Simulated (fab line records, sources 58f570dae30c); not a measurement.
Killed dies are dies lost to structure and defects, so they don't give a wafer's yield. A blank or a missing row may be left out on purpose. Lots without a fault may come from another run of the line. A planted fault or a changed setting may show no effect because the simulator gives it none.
Which tool did it? | flow berkeley_cmos170 | 14 lots, 42 wafers sampled, at 3 steps of a route of 331

WHAT THE GAUGES READ, wafer by wafer
UCB170_M1_RS_MEAS_01: measures by four-point-probe.
lot  | measured     | on            | M1_AL_RS (ohm/sq)
L336 | day 7 17:59  | film_metro-02 | 0.0483 0.0481 0.0483
L338 | day 8 08:01  | film_metro-03 | 0.0482 0.0477 0.0481
L339 | day 8 09:24  | film_metro-03 | 0.0483 0.0489 0.0485
L340 | day 8 16:11  | film_metro-02 | 0.0471 0.0480 0.0478
L341 | day 8 17:19  | film_metro-02 | 0.0498 0.0502 0.0488
L344 | day 9 02:02  | film_metro-02 | 0.0479 0.0479 0.0484
L342 | day 9 02:14  | film_metro-03 | 0.1116 0.0496 0.1135
L343 | day 9 02:58  | film_metro-02 | 0.0483 0.0483 0.0474
L346 | day 9 16:53  | film_metro-02 | 0.1109 0.1105 0.0490
L349 | day 10 08:14 | film_metro-03 | 0.0484 0.0486 0.0478
L351 | day 10 18:32 | film_metro-02 | 0.0478 0.0475 0.0482
L350 | day 10 22:53 | film_metro-03 | 0.0478 0.0471 0.0481
L355 | day 11 20:54 | film_metro-03 | 0.0482 0.0474 0.0481
L356 | day 11 21:13 | film_metro-02 | 0.0477 0.0493 0.0475

UCB170_M1_THK_MEAS_02: measures by xrf.
lot  | measured     | on            | M1_AL_THK (nm)
L336 | day 7 18:05  | film_metro-02 | 603 606 601
L338 | day 8 08:08  | film_metro-03 | 596 603 598
L339 | day 8 09:31  | film_metro-03 | 595 590 593
L340 | day 8 16:19  | film_metro-02 | 609 601 610
L341 | day 8 17:25  | film_metro-02 | 579 574 590
L344 | day 9 02:09  | film_metro-02 | 608 607 601
L342 | day 9 02:21  | film_metro-03 | 264 580 260
L343 | day 9 03:05  | film_metro-02 | 602 602 614
L346 | day 9 17:01  | film_metro-02 | 267 268 596
L349 | day 10 08:21 | film_metro-03 | 597 595 604
L351 | day 10 18:40 | film_metro-02 | 605 609 604
L350 | day 10 22:59 | film_metro-03 | 601 610 602
L355 | day 11 21:01 | film_metro-03 | 598 609 599
L356 | day 11 21:20 | film_metro-02 | 608 586 609

WHICH TOOL RAN EACH LOT (tool, then ch and the chambers of the sampled wafers, then the start)
lot  | UCB170_M1_SPUTTER_00
L336 | pvd_sputter-02, day 7 17:52
L338 | pvd_sputter-02, day 8 07:56
L339 | pvd_sputter-04, day 8 09:20
L340 | pvd_sputter-04, day 8 16:08
L341 | pvd_sputter-02, day 8 17:14
L344 | pvd_sputter-04, day 9 01:58
L342 | pvd_sputter-02, day 9 02:10
L343 | pvd_sputter-03, day 9 02:54
L346 | pvd_sputter-02, day 9 16:49
L349 | pvd_sputter-03, day 10 08:10
L351 | pvd_sputter-04, day 10 18:29
L350 | pvd_sputter-03, day 10 22:47
L355 | pvd_sputter-04, day 11 20:50
L356 | pvd_sputter-03, day 11 21:09
- UCB170_M1_SPUTTER_00: material Al, target thk 600 nm, time 80 s.

WHAT THE TOOLS THEMSELVES READ (means of the sampled wafers that have a number; where no wafer has one, the mark that the record gives instead)
UCB170_M1_SPUTTER_00.
lot  | tool           | chamber_pressure_pa (Pa) | throttle_valve_pct (%)
L336 | pvd_sputter-02 | 0.5004                   | 30.5
L338 | pvd_sputter-02 | 0.5008                   | 30.6
L339 | pvd_sputter-04 | 0.5008                   | 30.4
L340 | pvd_sputter-04 | 0.5002                   | 29.6
L341 | pvd_sputter-02 | 0.5006                   | 31.0
L344 | pvd_sputter-04 | 0.4991                   | 29.9
L342 | pvd_sputter-02 | 0.4988                   | 29.6
L343 | pvd_sputter-03 | 0.5003                   | 30.2
L346 | pvd_sputter-02 | 0.4991                   | 29.6
L349 | pvd_sputter-03 | 0.5002                   | 31.0
L351 | pvd_sputter-04 | 0.4990                   | 30.8
L350 | pvd_sputter-03 | 0.4987                   | 31.2
L355 | pvd_sputter-04 | 0.5006                   | 30.7
L356 | pvd_sputter-03 | 0.5002                   | 29.5

THE ANSWER, worked out from the rows above alone
Rule: what is usual is taken from the lots themselves. Put in order of their means at a reading, lots are off if they are a third of the lots or fewer, leave a main group of 4 or more, and stand apart from it by a gap of 3 or more times the standard deviation of the main group's means; of several such gaps the widest counts. A main group whose means are all the same, to the digits that the tables above print for the reading, isn't used. A lot without any number at a reading at which 4 lots or more have one is off too. The other lots that the step has rows for count as sound. The gauges are gone through in route order, then the tools' own readings, and for those a lot's mean is taken as printed above. The first step at which some lot is off is used, and at that step the reading that is off furthest; a lot without a number counts as furthest.
Off: L342, L346, at UCB170_M1_RS_MEAS_01 (M1_AL_RS). The main group: mean 0.0482 ohm/sq, standard deviation 0.0005.
A tool fits if, at a process step before that reading, it ran every lot that is off, and no sound lot after the first of them. The gauges at UCB170_M1_RS_MEAS_01 are tried like those tools. One fits: pvd_sputter-02 at UCB170_M1_SPUTTER_00. Its last sound lot is L341 (day 8 17:14), its first lot that is off L342 (day 9 02:10): a fault that began between those two fits.

WHAT THE SIMULATOR HAD PUT IN
Process parameter drift: pvd_sputter-02, from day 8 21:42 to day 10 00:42, at UCB170_M1_SPUTTER_00. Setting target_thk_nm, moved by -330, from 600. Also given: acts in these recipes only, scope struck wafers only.
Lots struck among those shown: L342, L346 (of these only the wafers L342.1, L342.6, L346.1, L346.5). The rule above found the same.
